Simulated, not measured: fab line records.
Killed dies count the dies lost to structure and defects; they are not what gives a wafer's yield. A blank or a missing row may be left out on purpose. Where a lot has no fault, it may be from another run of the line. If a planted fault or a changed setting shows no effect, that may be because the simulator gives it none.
What tool caused it? || flow rit_cmos || 7 lots with 21 wafers sampled at 2 steps, on a route of 202 steps

WHAT EACH GAUGE READ, for each wafer
RIT_GATE_THK_MEAS_07.
{"lot": "L718", "measured": "day 2 21:28", "on": "film_metro-04", "GATE_OXIDE_THK (nm)": "3.05 3.05 2.98"}
{"lot": "L721", "measured": "day 3 15:49", "on": "film_metro-04", "GATE_OXIDE_THK (nm)": "2.95 3.02 2.96"}
{"lot": "L723", "measured": "day 3 17:09", "on": "film_metro-04", "GATE_OXIDE_THK (nm)": "3.38 3.42 3.37"}
{"lot": "L731", "measured": "day 5 10:16", "on": "film_metro-02", "GATE_OXIDE_THK (nm)": "2.98 3.01 2.99"}
{"lot": "L733", "measured": "day 5 20:41", "on": "film_metro-04", "GATE_OXIDE_THK (nm)": "2.92 3.00 2.99"}
{"lot": "L736", "measured": "day 6 20:28", "on": "film_metro-02", "GATE_OXIDE_THK (nm)": "3.02 2.99 3.01"}
{"lot": "L738", "measured": "day 7 07:01", "on": "film_metro-04", "GATE_OXIDE_THK (nm)": "2.97 3.03 2.95"}

EACH LOT AND THE TOOL THAT RAN IT (in order: tool; ch and the chambers of the sampled wafers; start)
{"lot": "L718", "RIT_GATE_OXIDATION_05": "furnace-04 ch 0, day 2 19:36"}
{"lot": "L721", "RIT_GATE_OXIDATION_05": "furnace-01 ch 0, day 3 14:03"}
{"lot": "L723", "RIT_GATE_OXIDATION_05": "furnace-04 ch 0, day 3 15:49"}
{"lot": "L731", "RIT_GATE_OXIDATION_05": "furnace-03 ch 0, day 5 08:56"}
{"lot": "L733", "RIT_GATE_OXIDATION_05": "furnace-03 ch 0, day 5 18:38"}
{"lot": "L736", "RIT_GATE_OXIDATION_05": "furnace-01 ch 0, day 6 16:20"}
{"lot": "L738", "RIT_GATE_OXIDATION_05": "furnace-03 ch 0, day 7 03:32"}
- RIT_GATE_OXIDATION_05: target thk 3 nm, ox time 270 s.

THE ANSWER, worked out from the rows above alone
Rule: what is usual is taken from the lots themselves. Put in order of their means at a reading, lots are off if they are a third of the lots or fewer, leave a main group of 4 or more, and stand apart from it by a gap of 3 or more times the standard deviation of the main group's means; of several such gaps the widest counts. Not used: any main group whose means are identical at the precision the tables above print for the reading. Also off: a lot with no number at a reading for which 4 or more lots have one. Where the step has rows for the other lots, those lots are counted as sound.
Off: L723, at RIT_GATE_THK_MEAS_07 (GATE_OXIDE_THK). Mean 2.99 nm and standard deviation 0.019 in the main group.
If a tool, at a process step before that reading, ran all the lots that are off and no sound lot after the first of them, it fits. Those tools and the gauges at RIT_GATE_THK_MEAS_07 are tried in the same way. One fits: furnace-04 at RIT_GATE_OXIDATION_05. A fault onset in the window from L718 (day 2 19:36, its last sound lot) to L723 (day 3 15:49, its first lot off) fits.

WHAT WAS PUT IN BY THE SIMULATOR
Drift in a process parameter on furnace-04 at RIT_GATE_OXIDATION_05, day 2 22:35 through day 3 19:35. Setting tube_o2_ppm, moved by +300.
Lots struck among those shown: L723. The rule above reached the same finding.
